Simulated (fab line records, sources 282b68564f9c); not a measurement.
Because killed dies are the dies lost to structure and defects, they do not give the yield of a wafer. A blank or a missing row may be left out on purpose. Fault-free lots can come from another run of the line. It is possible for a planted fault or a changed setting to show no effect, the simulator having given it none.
fab line records    flow ritCmos
record: lots: 5  wafers: 23
route steps=202 shown GATE@81 NLDD@105 PLDD@115 NSD@132 PSD@143 SILICIDE@162 CONTACT@172
startH: the number of hours between the record's first day and the start of the first shown wafer of the lot    waitH: time in hours since the lot's previous step    " unchanged from the row above    L1.1+2: a row that stands for several wafers    - value missing, or start not given    * or withheld: withheld    < > ~ a bound
route shown NAME@n: names a module that has steps shown in the file, with the first one's number in the route    usual: mean/standard deviation of fault-free wafers    same: alike in all rows    chamber/n: place in a boat    sites: readings site by site    _std_site: standard deviation across them    _edge_site: mean of outer sites minus mean of inner sites    radiusMm: for every site, how far away it sits from the centre of the wafer    mask NAME#n: copy n    behind: tool/chamber where the wafer was last shaped    hold: reason for holding the lot/hours on hold/outcome of the hold    device: the transistor (n, p or np) that didn't switch    end of line: tests run on the same wafers once the route is complete    where a step has no rows: the recipe by itself    killed: at the first sort, the dies lost to defects and structure; wafer yield is something else    map: a wafer's dies, marking killed ones x, the rest . and places with no die _
set.NAME: the setting that was run; set.NAME@STEP: the one run at that earlier step    model.NAME: the simulator's own value behind a step, which no gauge read
lots whose settings were changed on purpose; a table a step, a row a wafer
== steps ==
step: RIT_GATE_OXIDATION_05
recipe: tempC: 900  ambient: O2  targetThkA: 30  oxTimeS: 270
lot.wafer  tool        chamber  startH  waitH  set.oxTimeS  model.SiO2_of_GATE_OXIDATION_05.thkNm
L074.1     -           -        -       1.7    288          3.17
L074.2     "           -        "       "      288          3.185
L074.3     "           -        "       "      288          3.178
L074.4     "           -        "       "      288          3.154
L074.5     "           -        "       "      288          3.182
L078.1     -           -        -       0.9    281.6        3.194
L078.3     "           -        "       "      281.6        3.131
L078.4     "           -        "       "      281.6        3.146
L078.5     "           -        "       "      281.6        3.123
L078.6     "           -        "       "      281.6        3.147
L079.1     -           -        -       0.7    242.2        2.81
L079.2     "           -        "       "      242.2        2.76
L079.4     "           -        "       "      242.2        2.825
L079.5     "           -        "       "      242.2        2.774
L079.6     "           -        "       "      242.2        2.795
L083.1     -           -        -       0.4    239.7        2.75
L083.2     "           -        "       "      239.7        2.795
L083.3     "           -        "       "      239.7        2.756
L083.4     "           -        "       "      239.7        2.734
L083.5     "           -        "       "      239.7        2.744
L084.2     furnace-04  0        87.43   2.3    270          2.945
L084.4     "           0        "       "      270          2.976
L084.6     "           0        "       "      270          2.998
step: RIT_GATE_ANNEAL_06
recipe: tempC: 900  timeS: 600  ambient: N2O
step: RIT_GATE_THK_MEAS_07
recipe: reads: SiO2_of_GATE_OXIDATION_05
usual: GATE_OXIDE_THK: 3.02/0.053
lot.wafer  tool          chamber  startH  waitH  set.oxTimeS@GATE_OXIDATION_05  GATE_OXIDE_THK[nm]
L074.1     filmMetro-01  -        41.84   0.0    288                            3.12
L074.2     "             -        "       "      288                            3.20
L074.3     "             -        "       "      288                            3.11
L074.4     "             -        "       "      288                            3.19
L074.5     "             -        "       "      288                            3.20
L078.1     filmMetro-03  -        58.18   0.0    281.6                          3.17
L078.3     "             -        "       "      281.6                          3.19
L078.4     "             -        "       "      281.6                          3.10
L078.5     "             -        "       "      281.6                          3.13
L078.6     "             -        "       "      281.6                          3.16
L079.1     filmMetro-01  -        59.81   0.0    242.2                          2.76
L079.2     "             -        "       "      242.2                          2.82
L079.4     "             -        "       "      242.2                          2.79
L079.5     "             -        "       "      242.2                          2.80
L079.6     "             -        "       "      242.2                          2.80
L083.1     filmMetro-01  -        83.81   0.0    239.7                          2.74
L083.2     "             -        "       "      239.7                          2.83
L083.3     "             -        "       "      239.7                          2.83
L083.4     "             -        "       "      239.7                          2.71
L083.5     "             -        "       "      239.7                          2.75
L084.2     filmMetro-02  -        88.77   0.0    270                            2.97
L084.4     "             -        "       "      270                            2.98
L084.6     "             -        "       "      270                            3.04
step: RIT_NLDD_SOFTBAKE_02
recipe: resist: NOVOLAK  tempC: 90  timeS: 60
lot.wafer   tool           chamber  startH  waitH  set.tempC
L074.1+2+3  lithoTrack-02  0        49.26   0.1    90
L074.4+5    "              0        "       "      86.67
L078.1+3    lithoTrack-02  0        64.96   0.1    91.3
L078.4+5+6  "              0        "       "      90
L079.1+4+5  lithoTrack-01  0        67.51   0.1    88.21
L079.2+6    "              0        "       "      90
L083.1+5    lithoTrack-01  0        91.78   0.1    87.84
L083.2+3+4  "              0        "       "      90
L084.2+4+6  lithoTrack-04  0        97.03   0.1    90
step: RIT_NLDD_EXPOSE_03
recipe: maskId: M7  na: 0.57  targetCdNm: 40700  doseMj: 250
step: RIT_NLDD_PEB_04
recipe: resist: NOVOLAK  tempC: withheld  timeS: withheld
step: RIT_NLDD_DEVELOP_05
recipe: resist: NOVOLAK  developTimeS: 50  devTempC: 23
lot.wafer  tool           chamber  startH  waitH  set.tempC@NLDD_SOFTBAKE_02  model.NOVOLAK_of_NLDD_COAT_01.thkNm
L074.1     lithoTrack-02  0        -       -      90                          999.3
L074.2     "              0        "       "      90                          996.3
L074.3     "              0        "       "      90                          997.2
L074.4     "              0        "       "      86.67                       1007
L074.5     "              0        "       "      86.67                       1008
L078.1     lithoTrack-04  0        -       -      91.3                        994.5
L078.3     "              0        "       "      91.3                        996.3
L078.4     "              0        "       "      90                          998.2
L078.5     "              0        "       "      90                          997.1
L078.6     "              0        "       "      90                          997.6
L079.1     lithoTrack-02  0        -       -      88.21                       1009
L079.2     "              0        "       "      90                          1003
L079.4     "              0        "       "      88.21                       1011
L079.5     "              0        "       "      88.21                       1012
L079.6     "              0        "       "      90                          1005
L083.1     lithoTrack-02  0        -       -      87.84                       1009
L083.2     "              0        "       "      90                          1004
L083.3     "              0        "       "      90                          1002
L083.4     "              0        "       "      90                          1001
L083.5     "              0        "       "      87.84                       1006
L084.2     lithoTrack-02  0        -       -      90                          1001
L084.4     "              0        "       "      90                          997.2
L084.6     "              0        "       "      90                          997.7
step: RIT_PLDD_COAT_01
recipe: resist: NOVOLAK  spinRpm: 3250  resistThkNm: 1000
lot.wafer  tool           chamber  startH  waitH  set.resistThkNm  model.NOVOLAK_of_PLDD_COAT_01.thkNm
L074.1     lithoTrack-02  0        50.53   0.1    941.8            942
L074.2     "              0        "       "      941.8            943.5
L074.3     "              0        "       "      1000             1001
L074.4     "              0        "       "      1000             1005
L074.5     "              0        "       "      941.8            942.8
L078.1     lithoTrack-02  0        66.23   0.1    1000             999.7
L078.3     "              0        "       "      984.7            987.4
L078.4     "              0        "       "      984.7            986.7
L078.5     "              0        "       "      984.7            986.8
L078.6     "              0        "       "      1000             1005
L079.1+6   lithoTrack-02  0        68.98   0.1    1000             1006
L079.2     "              0        "       "      1042             1045
L079.4     "              0        "       "      1042             1047
L079.5     "              0        "       "      1000             1005
L083.1     lithoTrack-03  0        93.05   0.1    1000             1000
L083.2     "              0        "       "      1000             1002
L083.3     "              0        "       "      975.6            977.8
L083.4     "              0        "       "      975.6            978.8
L083.5     "              0        "       "      975.6            979.1
L084.2     lithoTrack-03  0        98.42   0.1    1000             998.2
L084.4     "              0        "       "      1000             1000
L084.6     "              0        "       "      1000             1003
step: RIT_PLDD_SOFTBAKE_02
recipe: resist: NOVOLAK  tempC: 90  timeS: 60
step: RIT_PLDD_EXPOSE_03
recipe: maskId: M8  na: 0.57  targetCdNm: 40900  doseMj: 250
step: RIT_PLDD_DEVELOP_05
recipe: resist: NOVOLAK  developTimeS: 50  devTempC: 23
step: RIT_PLDD_HARDBAKE_07
recipe: resist: NOVOLAK  tempC: 140  timeS: 60
lot.wafer  tool           chamber  startH  waitH  set.resistThkNm@PLDD_COAT_01  model.NOVOLAK_of_PLDD_COAT_01.thkNm
L074.1     lithoTrack-03  0        51.26   0.0    941.8                         833.1
L074.2     "              0        "       "      941.8                         834.4
L074.3     "              0        "       "      1000                          884.9
L074.4     "              0        "       "      1000                          887.7
L074.5     "              0        "       "      941.8                         833.7
L078.1     lithoTrack-02  0        67.09   0.0    1000                          883.5
L078.3     "              0        "       "      984.7                         872.7
L078.4     "              0        "       "      984.7                         872.1
L078.5     "              0        "       "      984.7                         872.2
L078.6     "              0        "       "      1000                          888.4
L079.1     lithoTrack-02  0        69.71   0.0    1000                          888.8
L079.2     "              0        "       "      1042                          922.7
L079.4     "              0        "       "      1042                          924.5
L079.5     "              0        "       "      1000                          888.2
L079.6     "              0        "       "      1000                          889.1
L083.1     lithoTrack-01  0        93.91   0.0    1000                          884.2
L083.2     "              0        "       "      1000                          885.6
L083.3     "              0        "       "      975.6                         864.4
L083.4     "              0        "       "      975.6                         865.2
L083.5     "              0        "       "      975.6                         865.4
L084.2     lithoTrack-02  0        99.16   0.0    1000                          882.1
L084.4     "              0        "       "      1000                          884.3
L084.6     "              0        "       "      1000                          886.3
step: RIT_PLDD_IMPLANT_08
recipe: species: BF2  energyKev: 20  doseCm2: 9e+14  tiltDeg: 7
lot.wafer       tool          chamber  startH  waitH  set.doseCm2
L074.1+4+5      implanter-02  0        51.41   0.1    9e+14
L074.2+3        "             0        "       "      8.333e+14
L078.1+3+5      implanter-04  0        67.24   0.1    9.457e+14
L078.4+6        "             0        "       "      9e+14
L079.1+2+5      implanter-04  0        69.86   0.1    9.179e+14
L079.4+6        "             0        "       "      9e+14
L083.1+2+3+4+5  implanter-02  0        94.06   0.1    9e+14
L084.2+4+6      implanter-02  0        99.31   0.1    9e+14
step: RIT_NSD_COAT_01
recipe: resist: NOVOLAK  spinRpm: 3250  resistThkNm: 1000
lot.wafer  tool           chamber  startH  waitH  set.spinRpm  model.NOVOLAK_of_NSD_COAT_01.thkNm
L074.1     lithoTrack-04  0        54.47   0.1    3250         997.1
L074.2     "              0        "       "      3250         998.4
L074.3     "              0        "       "      3017         1033
L074.4     "              0        "       "      3250         999.3
L074.5     "              0        "       "      3017         1038
L078.1     lithoTrack-03  0        70.28   0.1    3250         998.9
L078.3     "              0        "       "      3107         1022
L078.4     "              0        "       "      3250         1002
L078.5     "              0        "       "      3250         1001
L078.6     "              0        "       "      3107         1024
L079.1     lithoTrack-03  0        72.91   0.1    3250         996.1
L079.2     "              0        "       "      3250         1001
L079.4     "              0        "       "      3452         968.7
L079.5     "              0        "       "      3452         969.5
L079.6     "              0        "       "      3452         972.2
L083.1+4   lithoTrack-01  0        97.12   0.1    3049         1040
L083.2     "              0        "       "      3250         1006
L083.3     "              0        "       "      3049         1039
L083.5     "              0        "       "      3250         1007
L084.2+4   lithoTrack-01  0        102.34  0.1    3250         1001
L084.6     "              0        "       "      3250         1004
step: RIT_NSD_SOFTBAKE_02
recipe: resist: NOVOLAK  tempC: 90  timeS: 60
step: RIT_NSD_EXPOSE_03
recipe: maskId: M9  na: 0.57  targetCdNm: 40700  doseMj: 250
step: RIT_NSD_DEVELOP_05
recipe: resist: NOVOLAK  developTimeS: 50  devTempC: 23
step: RIT_NSD_HARDBAKE_07
recipe: resist: NOVOLAK  tempC: 140  timeS: 60
lot.wafer  tool           chamber  startH  waitH  set.spinRpm@NSD_COAT_01  model.NOVOLAK_of_NSD_COAT_01.thkNm
L074.1     lithoTrack-03  0        55.26   0.0    3250                     881.3
L074.2     "              0        "       "      3250                     882.4
L074.3     "              0        "       "      3017                     912.9
L074.4     "              0        "       "      3250                     883.1
L074.5     "              0        "       "      3017                     916.8
L078.1     lithoTrack-01  0        71.02   0.0    3250                     882.9
L078.3     "              0        "       "      3107                     902.9
L078.4     "              0        "       "      3250                     885.9
L078.5     "              0        "       "      3250                     884.9
L078.6     "              0        "       "      3107                     904.9
L079.1     lithoTrack-01  0        73.64   0.0    3250                     880.3
L079.2     "              0        "       "      3250                     884.3
L079.4     "              0        "       "      3452                     856.3
L079.5     "              0        "       "      3452                     857.1
L079.6     "              0        "       "      3452                     859.4
L083.1     lithoTrack-04  0        97.98   0.0    3049                     918.6
L083.2     "              0        "       "      3250                     889.1
L083.3     "              0        "       "      3049                     917.6
L083.4     "              0        "       "      3049                     918.5
L083.5     "              0        "       "      3250                     890.1
L084.2     lithoTrack-03  0        103.08  0.0    3250                     884.9
L084.4     "              0        "       "      3250                     884.5
L084.6     "              0        "       "      3250                     887.6
step: RIT_NSD_IMPLANT_08
recipe: species: P  energyKev: 25  doseCm2: 1e+15  tiltDeg: 7
lot.wafer       tool          chamber  startH  waitH  set.energyKev  model.implant.rpNm  model.implant.drpNm
L074.1+3+5      implanter-02  0        55.41   0.1    25             32.01               14.84
L074.2+4        "             0        "       "      24.46          31.54               14.64
L078.1+3+4+5+6  implanter-03  0        71.17   0.1    25             32.24               14.84
L079.1+5        implanter-02  0        73.79   0.1    25             31.66               14.84
L079.2+4+6      "             0        "       "      24.08          30.86               14.51
L083.1+4        implanter-03  0        98.13   0.1    25             32.25               14.84
L083.2+3+5      "             0        "       "      26.04          33.15               15.21
L084.2+4+6      implanter-02  0        103.23  0.1    25             32.62               14.84
step: RIT_PSD_COAT_01
recipe: resist: NOVOLAK  spinRpm: 3250  resistThkNm: 1000
lot.wafer  tool           chamber  startH  waitH  set.resistThkNm  model.NOVOLAK_of_PSD_COAT_01.thkNm
L074.1     lithoTrack-04  0        55.94   0.1    1000             997.2
L074.2     "              0        "       "      1031             1026
L074.3     "              0        "       "      1000             998
L074.4     "              0        "       "      1000             996.6
L074.5     "              0        "       "      1031             1029
L078.1     lithoTrack-03  0        71.70   0.1    1000             999.9
L078.3     "              0        "       "      1054             1051
L078.4     "              0        "       "      1054             1054
L078.5     "              0        "       "      1000             999.5
L078.6     "              0        "       "      1000             999.3
L079.1     lithoTrack-04  0        74.33   0.1    1000             995.4
L079.2     "              0        "       "      1000             997.2
L079.4     "              0        "       "      1000             996.1
L079.5     "              0        "       "      1000             994.5
L079.6     "              0        "       "      1000             998
L083.1     lithoTrack-02  0        98.74   0.1    1000             999.8
L083.2     "              0        "       "      946.5            947.6
L083.3+5   "              0        "       "      1000             1003
L083.4     "              0        "       "      946.5            948.4
L084.2     lithoTrack-04  0        103.76  0.1    1000             998.3
L084.4     "              0        "       "      1000             997.7
L084.6     "              0        "       "      1000             999.9
step: RIT_PSD_HARDBAKE_07
recipe: resist: NOVOLAK  tempC: 140  timeS: 60
lot.wafer  tool           chamber  startH  waitH  set.tempC  set.resistThkNm@PSD_COAT_01  model.NOVOLAK_of_PSD_COAT_01.thkNm
L074.1     lithoTrack-04  0        56.80   0.0    143.7      1000                         876.8
L074.2     "              0        "       "      140        1031                         906.7
L074.3     "              0        "       "      140        1000                         882.1
L074.4     "              0        "       "      143.7      1000                         876.3
L074.5     "              0        "       "      140        1031                         909.5
L078.1     lithoTrack-04  0        72.44   0.0    140        1000                         883.6
L078.3     "              0        "       "      140        1054                         928.3
L078.4     "              0        "       "      140        1054                         931.2
L078.5     "              0        "       "      140        1000                         883.4
L078.6     "              0        "       "      140        1000                         883.2
L079.1     lithoTrack-02  0        75.19   0.0    140        1000                         879.7
L079.2     "              0        "       "      142.1      1000                         878.6
L079.4     "              0        "       "      140        1000                         880.4
L079.5     "              0        "       "      140        1000                         879
L079.6     "              0        "       "      142.1      1000                         879.3
L083.1     lithoTrack-02  0        99.60   0.0    140        1000                         883.5
L083.2     "              0        "       "      140        946.5                        838
L083.3+5   "              0        "       "      140        1000                         886.3
L083.4     "              0        "       "      140        946.5                        838.7
L084.2     lithoTrack-03  0        104.50  0.0    140        1000                         882.2
L084.4     "              0        "       "      140        1000                         881.8
L084.6     "              0        "       "      140        1000                         883.6
step: RIT_PSD_IMPLANT_08
recipe: species: BF2  energyKev: 27  doseCm2: 5e+15  tiltDeg: 7
step: RIT_PSD_STRIP_09
recipe: chemistry: O2  timeS: 180  resist: NOVOLAK  platenTempC: withheld  powerW: 500  pressureMtorr: 4000  o2FlowSccm: 4000
step: RIT_SDANNEAL_RS_MEAS_06
recipe: thkMeasGauge: four-point-probe
usual: PLDD_RS: 178.8/0.45
lot.wafer  tool          chamber  startH  waitH  set.doseCm2@PLDD_IMPLANT_08  PLDD_RS[ohm/sq]
L074.1     filmMetro-04  -        58.01   0.1    9e+14                        178.9
L074.2     "             -        "       "      8.333e+14                    186.1
L074.3     "             -        "       "      8.333e+14                    186.7
L074.4     "             -        "       "      9e+14                        178.7
L074.5     "             -        "       "      9e+14                        179.4
L078.1     filmMetro-04  -        73.64   0.1    9.457e+14                    174.4
L078.3     "             -        "       "      9.457e+14                    173.8
L078.4     "             -        "       "      9e+14                        178.7
L078.5     "             -        "       "      9.457e+14                    173.8
L078.6     "             -        "       "      9e+14                        177.9
L079.1     filmMetro-02  -        76.42   0.1    9.179e+14                    177.3
L079.2     "             -        "       "      9.179e+14                    177.5
L079.4     "             -        "       "      9e+14                        179.5
L079.5     "             -        "       "      9.179e+14                    177.1
L079.6     "             -        "       "      9e+14                        178.9
L083.1     filmMetro-03  -        100.88  0.1    9e+14                        178.7
L083.2     "             -        "       "      9e+14                        178.9
L083.3     "             -        "       "      9e+14                        178.5
L083.4     "             -        "       "      9e+14                        178.9
L083.5     "             -        "       "      9e+14                        178.7
L084.2     filmMetro-03  -        105.71  0.1    9e+14                        178.7
L084.4     "             -        "       "      9e+14                        178.7
L084.6     "             -        "       "      9e+14                        178.6
step: RIT_SILICIDE_SPUTTER_01
recipe: material: Ti  targetThkNm: 30  powerW: 350  chamberPressurePa: 0.667  gas: Ar  timeS: 240  substrateTempC: 25
lot.wafer  tool           chamber  startH  waitH  set.chamberPressurePa  model.Ti_of_SILICIDE_SPUTTER_01.thkNm
L074.1     pvdSputter-01  -        58.26   0.0    0.667                  29.17
L074.2     "              -        "       "      0.667                  29.28
L074.3     "              -        "       "      0.667                  29.58
L074.4     "              -        "       "      0.667                  29.19
L074.5     "              -        "       "      0.667                  29.26
L078.1     pvdSputter-01  -        73.89   0.0    0.6174                 30.78
L078.3     "              -        "       "      0.6174                 30.56
L078.4     "              -        "       "      0.6174                 30.83
L078.5     "              -        "       "      0.6174                 30.74
L078.6     "              -        "       "      0.6174                 30.67
L079.1     pvdSputter-03  -        76.67   0.0    0.6299                 29.63
L079.2     "              -        "       "      0.6299                 30.13
L079.4     "              -        "       "      0.6299                 29.83
L079.5     "              -        "       "      0.6299                 29.84
L079.6     "              -        "       "      0.6299                 30.04
L083.1     pvdSputter-01  -        101.13  0.0    0.5835                 30.9
L083.2     "              -        "       "      0.5835                 30.96
L083.3     "              -        "       "      0.5835                 30.77
L083.4     "              -        "       "      0.5835                 30.84
L083.5     "              -        "       "      0.5835                 30.57
L084.2     pvdSputter-03  -        105.94  0.0    0.667                  29.52
L084.4     "              -        "       "      0.667                  29.74
L084.6     "              -        "       "      0.667                  29.96
step: RIT_SILICIDE_RS_MEAS_02
recipe: thkMeasGauge: four-point-probe  reads: Ti_of_SILICIDE_SPUTTER_01
usual: SILICIDE_TI_RS: 48.2/0.85
lot.wafer  tool          chamber  startH  waitH  set.chamberPressurePa@SILICIDE_SPUTTER_01  SILICIDE_TI_RS[ohm/sq]
L074.1     filmMetro-02  -        58.41   0.1    0.667                                      49.6
L074.2     "             -        "       "      0.667                                      49.4
L074.3     "             -        "       "      0.667                                      48.8
L074.4     "             -        "       "      0.667                                      49.5
L074.5     "             -        "       "      0.667                                      49.4
L078.1     filmMetro-01  -        74.04   0.1    0.6174                                     40.4
L078.3     "             -        "       "      0.6174                                     40.8
L078.4     "             -        "       "      0.6174                                     40.3
L078.5     "             -        "       "      0.6174                                     40.5
L078.6     "             -        "       "      0.6174                                     40.6
L079.1     filmMetro-03  -        76.82   0.1    0.6299                                     43.9
L079.2     "             -        "       "      0.6299                                     43.0
L079.4     "             -        "       "      0.6299                                     43.5
L079.5     "             -        "       "      0.6299                                     43.6
L079.6     "             -        "       "      0.6299                                     43.2
L083.1     filmMetro-01  -        101.28  0.1    0.5835                                     36.8
L083.2     "             -        "       "      0.5835                                     36.7
L083.3     "             -        "       "      0.5835                                     36.9
L083.4     "             -        "       "      0.5835                                     36.8
L083.5     "             -        "       "      0.5835                                     37.2
L084.2     filmMetro-02  -        106.11  0.1    0.667                                      48.9
L084.4     "             -        "       "      0.667                                      48.6
L084.6     "             -        "       "      0.667                                      48.0
step: RIT_CONTACT_SOFTBAKE_04
recipe: resist: NOVOLAK  tempC: 90  timeS: 60
lot.wafer       tool           chamber  startH  waitH  set.tempC
L074.1+2+3+4+5  lithoTrack-02  0        59.17   0.1    90
L078.1+3+6      lithoTrack-04  0        74.93   0.1    93.73
L078.4+5        "              0        "       "      90
L079.1+6        lithoTrack-01  0        77.59   0.1    90
L079.2+4+5      "              0        "       "      93.11
L083.1+2+4      lithoTrack-04  0        102.11  0.1    90
L083.3+5        "              0        "       "      86.28
L084.2+4+6      lithoTrack-02  0        106.91  0.1    90
step: RIT_CONTACT_EXPOSE_05
recipe: maskId: M11  na: 0.6  sourceShape: conventional  sigmaOuter: 0.5  targetCdNm: 1000  doseMj: 250
step: RIT_CONTACT_PEB_06
recipe: resist: NOVOLAK  tempC: withheld  timeS: withheld
step: RIT_CONTACT_DEVELOP_07
recipe: resist: NOVOLAK  developTimeS: 120  devTempC: 23
lot.wafer  tool           chamber  startH  waitH  set.tempC@CONTACT_SOFTBAKE_04  model.NOVOLAK_of_CONTACT_COAT_03.thkNm
L074.1     lithoTrack-01  0        -       -      90                             997.1
L074.2     "              0        "       "      90                             995.8
L074.3     "              0        "       "      90                             997.3
L074.4     "              0        "       "      90                             993.7
L074.5     "              0        "       "      90                             994.2
L078.1     lithoTrack-02  0        -       -      93.73                          986.1
L078.3     "              0        "       "      93.73                          982.2
L078.4     "              0        "       "      90                             993.9
L078.5     "              0        "       "      90                             995.3
L078.6     "              0        "       "      93.73                          987.9
L079.1     lithoTrack-01  0        -       -      90                             1002
L079.2     "              0        "       "      93.11                          990.9
L079.4     "              0        "       "      93.11                          991
L079.5     "              0        "       "      93.11                          992.4
L079.6     "              0        "       "      90                             1005
L083.1+4   lithoTrack-02  0        -       -      90                             1001
L083.2     "              0        "       "      90                             1004
L083.3     "              0        "       "      86.28                          1008
L083.5     "              0        "       "      86.28                          1012
L084.2     lithoTrack-01  0        -       -      90                             996.9
L084.4     "              0        "       "      90                             994.3
L084.6     "              0        "       "      90                             997
== key ==
split: step: RIT_GATE_OXIDATION_05  setting: oxTimeS  stated: 270  by: lot
response: step: RIT_GATE_OXIDATION_05  reading: model.SiO2_of_GATE_OXIDATION_05.thkNm  change: +0.0234  per: 1%  r: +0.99
response: step: RIT_GATE_THK_MEAS_07  reading: GATE_OXIDE_THK  change: +0.0227  per: 1%  r: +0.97
split: step: RIT_NLDD_SOFTBAKE_02  setting: tempC  stated: 90  by: wafer
response: step: RIT_NLDD_DEVELOP_05  reading: model.NOVOLAK_of_NLDD_COAT_01.thkNm  change: -2.57  per: 1%  r: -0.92
split: step: RIT_PLDD_COAT_01  setting: resistThkNm  stated: 1000  by: wafer
response: step: RIT_PLDD_COAT_01  reading: model.NOVOLAK_of_PLDD_COAT_01.thkNm  change: +9.98  per: 1%  r: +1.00
response: step: RIT_PLDD_HARDBAKE_07  reading: model.NOVOLAK_of_PLDD_COAT_01.thkNm  change: +8.73  per: 1%  r: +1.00
split: step: RIT_PLDD_IMPLANT_08  setting: doseCm2  stated: 9e+14  by: wafer
response: step: RIT_SDANNEAL_RS_MEAS_06  reading: PLDD_RS  change: -0.951  per: 1%  r: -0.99
split: step: RIT_NSD_COAT_01  setting: spinRpm  stated: 3250  by: wafer
response: step: RIT_NSD_COAT_01  reading: model.NOVOLAK_of_NSD_COAT_01.thkNm  change: -5.03  per: 1%  r: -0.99
response: step: RIT_NSD_HARDBAKE_07  reading: model.NOVOLAK_of_NSD_COAT_01.thkNm  change: -4.4  per: 1%  r: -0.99
split: step: RIT_NSD_IMPLANT_08  setting: energyKev  stated: 25  by: wafer
response: step: RIT_NSD_IMPLANT_08  reading: model.implant.rpNm  change: +0.216  per: 1%  r: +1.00
response: step: RIT_NSD_IMPLANT_08  reading: model.implant.drpNm  change: +0.0895  per: 1%  r: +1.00
split: step: RIT_PSD_COAT_01  setting: resistThkNm  stated: 1000  by: wafer
response: step: RIT_PSD_COAT_01  reading: model.NOVOLAK_of_PSD_COAT_01.thkNm  change: +9.92  per: 1%  r: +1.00
response: step: RIT_PSD_HARDBAKE_07  reading: model.NOVOLAK_of_PSD_COAT_01.thkNm  change: +8.81  per: 1%  r: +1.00
split: step: RIT_PSD_HARDBAKE_07  setting: tempC  stated: 140  by: wafer
response none clear
split: step: RIT_SILICIDE_SPUTTER_01  setting: chamberPressurePa  stated: 0.667  by: lot
response: step: RIT_SILICIDE_SPUTTER_01  reading: model.Ti_of_SILICIDE_SPUTTER_01.thkNm  change: -0.116  per: 1%  r: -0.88
response: step: RIT_SILICIDE_RS_MEAS_02  reading: SILICIDE_TI_RS  change: +0.995  per: 1%  r: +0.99
split: step: RIT_CONTACT_SOFTBAKE_04  setting: tempC  stated: 90  by: wafer
response: step: RIT_CONTACT_DEVELOP_07  reading: model.NOVOLAK_of_CONTACT_COAT_03.thkNm  change: -2.45  per: 1%  r: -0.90
